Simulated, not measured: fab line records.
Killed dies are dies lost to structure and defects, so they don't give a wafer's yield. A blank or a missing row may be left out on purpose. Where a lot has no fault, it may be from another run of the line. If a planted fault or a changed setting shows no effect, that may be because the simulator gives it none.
Split-lot study :: flow berkeley-cmos170 :: route with 331 steps; 5 lots, 23 wafers read

SPLIT DETAILS
At UCB170_PLDD_EXPOSE_03 (exposes mask PSELECT, target cd 1200 nm), the setting dose-mj was moved away from the recipe's 30 on 5 of the 23 wafers read, by -3.8% to -2.9%. This setting was run at the recipe's value on the other wafers.

FROM THE SPLIT TO THE READING: what the file shows between them, 2 steps
- UCB170_PLDD_PEB_04
- UCB170_PLDD_DEVELOP_05: develop time 45 s

THE READING
cd-nm, in nm, at UCB170_PLDD_CD_MEAS_06 (target cd 1200 nm). Fault-free wafers of this fab line usually give 1200.2 nm, standard deviation 1 nm.

wafer: L074.2
tool, chamber at the split: krf-scanner-02, 0
dose-mj as run: 30
against the recipe: recipe
cd-nm, nm: 1199.4
against lot-mates on the recipe: -

wafer: L074.3
tool, chamber at the split: krf-scanner-02, 0
dose-mj as run: 30
against the recipe: recipe
cd-nm, nm: 1200.3
against lot-mates on the recipe: -

wafer: L074.4
tool, chamber at the split: krf-scanner-02, 0
dose-mj as run: 30
against the recipe: recipe
cd-nm, nm: 1199.1
against lot-mates on the recipe: -

wafer: L074.5
tool, chamber at the split: krf-scanner-02, 0
dose-mj as run: 30
against the recipe: recipe
cd-nm, nm: 1200.2
against lot-mates on the recipe: -

wafer: L074.6
tool, chamber at the split: krf-scanner-02, 0
dose-mj as run: 30
against the recipe: recipe
cd-nm, nm: 1200.0
against lot-mates on the recipe: -

wafer: L076.1
tool, chamber at the split: krf-scanner-02, 0
dose-mj as run: 30
against the recipe: recipe
cd-nm, nm: 1199.8
against lot-mates on the recipe: -

wafer: L076.2
tool, chamber at the split: krf-scanner-02, 0
dose-mj as run: 30
against the recipe: recipe
cd-nm, nm: 1198.6
against lot-mates on the recipe: -

wafer: L076.3
tool, chamber at the split: krf-scanner-02, 0
dose-mj as run: 30
against the recipe: recipe
cd-nm, nm: 1198.9
against lot-mates on the recipe: -

wafer: L076.4
tool, chamber at the split: krf-scanner-02, 0
dose-mj as run: 30
against the recipe: recipe
cd-nm, nm: 1200.0
against lot-mates on the recipe: -

wafer: L076.6
tool, chamber at the split: krf-scanner-02, 0
dose-mj as run: 30
against the recipe: recipe
cd-nm, nm: 1199.5
against lot-mates on the recipe: -

wafer: L078.3
tool, chamber at the split: krf-scanner-01, 0
dose-mj as run: 30
against the recipe: recipe
cd-nm, nm: 1199.0
against lot-mates on the recipe: -

wafer: L078.4
tool, chamber at the split: krf-scanner-01, 0
dose-mj as run: 30
against the recipe: recipe
cd-nm, nm: 1199.7
against lot-mates on the recipe: -

wafer: L078.6
tool, chamber at the split: krf-scanner-01, 0
dose-mj as run: 30
against the recipe: recipe
cd-nm, nm: 1200.5
against lot-mates on the recipe: -

wafer: L080.1
tool, chamber at the split: krf-scanner-01, 0
dose-mj as run: 29.12
against the recipe: -2.9%
cd-nm, nm: 1194.5
against lot-mates on the recipe: -5.1

wafer: L080.2
tool, chamber at the split: krf-scanner-01, 0
dose-mj as run: 30
against the recipe: recipe
cd-nm, nm: 1199.3
against lot-mates on the recipe: -

wafer: L080.4
tool, chamber at the split: krf-scanner-01, 0
dose-mj as run: 30
against the recipe: recipe
cd-nm, nm: 1199.9
against lot-mates on the recipe: -

wafer: L080.5
tool, chamber at the split: krf-scanner-01, 0
dose-mj as run: 29.12
against the recipe: -2.9%
cd-nm, nm: 1193.8
against lot-mates on the recipe: -5.8

wafer: L080.6
tool, chamber at the split: krf-scanner-01, 0
dose-mj as run: 30
against the recipe: recipe
cd-nm, nm: 1199.6
against lot-mates on the recipe: -

wafer: L084.1
tool, chamber at the split: krf-scanner-02, 0
dose-mj as run: 30
against the recipe: recipe
cd-nm, nm: 1200.2
against lot-mates on the recipe: -

wafer: L084.2
tool, chamber at the split: krf-scanner-02, 0
dose-mj as run: 28.87
against the recipe: -3.8%
cd-nm, nm: 1194.2
against lot-mates on the recipe: -6.6

wafer: L084.3
tool, chamber at the split: krf-scanner-02, 0
dose-mj as run: 28.87
against the recipe: -3.8%
cd-nm, nm: 1194.4
against lot-mates on the recipe: -6.4

wafer: L084.5
tool, chamber at the split: krf-scanner-02, 0
dose-mj as run: 28.87
against the recipe: -3.8%
cd-nm, nm: 1193.0
against lot-mates on the recipe: -7.8

wafer: L084.6
tool, chamber at the split: krf-scanner-02, 0
dose-mj as run: 30
against the recipe: recipe
cd-nm, nm: 1201.5
against lot-mates on the recipe: -

THE FIT
A straight line over all 23 wafers: cd-nm changes by +1.66 nm for each +1% of dose-mj; r = +0.96; the points scatter about the line by 0.72 nm.
The same after taking each lot's own level away (the mean of its wafers on the recipe; 23 wafers): +1.86 nm for each +1%; r = +0.98; scatter 0.54 nm.
Per that fit: largest dose-mj move, reading shift of 7 nm.
The span of the lots' own levels, 1199.36 to 1200.85 nm, comes to 1.5 times the standard deviation stated above.
Hence the slope depends on the lot-to-lot level, as the two fits are not the same.
Check: -7.09 nm against its lot-mates is what the line predicts for one of the wafers moved furthest among these (-3.8%) when that wafer is left out of the fit. It came out at -6.65 nm against them.

FURTHER SPLITS ON THESE WAFERS
Note: prior to the reading, these wafers also went through further splits. Each is held against what the fit with the lots' levels taken away leaves over:
other split on the same wafers: UCB170_GATE_COAT_07 spin-rpm
wafers away from the commonest value: 7
r with cd-nm (lot level and that fit taken away): +0.17

THE FILE'S OWN FIT
cd-nm changes by +1.86 nm for each +1% of dose-mj, r = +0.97.
